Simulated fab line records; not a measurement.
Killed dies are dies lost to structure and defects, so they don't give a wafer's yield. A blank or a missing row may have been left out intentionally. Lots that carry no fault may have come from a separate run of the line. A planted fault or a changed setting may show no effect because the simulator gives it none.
Which of the tools did it? + flow berkeleyCmos170 + Sampling: 7 lots, 21 wafers, 2 of 331 route steps

== WHAT EACH GAUGE READ, for each wafer ==
UCB170_NWELL_THK_MEAS_05.
| lot  | measured    | on           | NWELL_NITRIDE_THK (nm)              |
|------|-------------|--------------|-------------------------------------|
| L316 | day 2 04:46 | filmMetro-04 | 223.0 221.0 222.8                   |
| L319 | day 3 05:56 | filmMetro-04 | 225.3 227.6 226.1                   |
| L321 | day 3 19:07 | filmMetro-01 | 226.0 224.0 225.3                   |
| L324 | day 4 13:34 | filmMetro-04 | 224.9 225.0 224.1                   |
| L327 | day 5 00:13 | filmMetro-03 | 220.8 220.8 219.9                   |
| L330 | day 5 12:25 | filmMetro-03 | 172.3 174.3 171.5 172.4 174.1 171.5 |
| L338 | day 6 19:04 | filmMetro-04 | 225.1 223.0 225.5                   |

== WHICH TOOL RAN EACH LOT (tool, then ch and the chambers of the sampled wafers, then the start) ==
| lot  | UCB170_NWELL_CVD_04        |
|------|----------------------------|
| L316 | lpcvd-01 ch 0, day 2 02:46 |
| L319 | lpcvd-01 ch 1, day 3 04:01 |
| L321 | lpcvd-02 ch 1, day 3 17:10 |
| L324 | lpcvd-01 ch 0, day 4 11:37 |
| L327 | lpcvd-01 ch 0, day 4 22:17 |
| L330 | lpcvd-01 ch 0, day 5 10:28 |
| L338 | lpcvd-02 ch 1, day 6 17:07 |
- UCB170_NWELL_CVD_04: deposits Si3N4 from SiH2Cl2/NH3, target thk 224 nm, time 3360 s.

== THE ANSWER, worked out from the rows above alone ==
Rule: what is usual is taken from the lots themselves. Put in order of their means at a reading, lots are off if they are a third of the lots or fewer, leave a main group of 4 or more, and stand apart from it by a gap of 3 or more times the standard deviation of the main group's means; of several such gaps the widest counts. Not used: any main group whose means are identical at the precision the tables above print for the reading. A lot without any number at a reading at which 4 lots or more have one is off too. All remaining lots with rows at the step are treated as sound.
Off: L330, at UCB170_NWELL_THK_MEAS_05 (NWELL_NITRIDE_THK). The main group: mean 223.9 nm, standard deviation 1.9.
A tool fits if, at a process step before that reading, it ran every lot that is off, and no sound lot after the first of them. The gauges at UCB170_NWELL_THK_MEAS_05 are tried like those tools. 2 tools fit, lpcvd-01 at UCB170_NWELL_CVD_04 and filmMetro-03 at UCB170_NWELL_THK_MEAS_05, so this cannot tell which one it is.

== WHAT HAD BEEN PUT IN BY THE SIMULATOR ==
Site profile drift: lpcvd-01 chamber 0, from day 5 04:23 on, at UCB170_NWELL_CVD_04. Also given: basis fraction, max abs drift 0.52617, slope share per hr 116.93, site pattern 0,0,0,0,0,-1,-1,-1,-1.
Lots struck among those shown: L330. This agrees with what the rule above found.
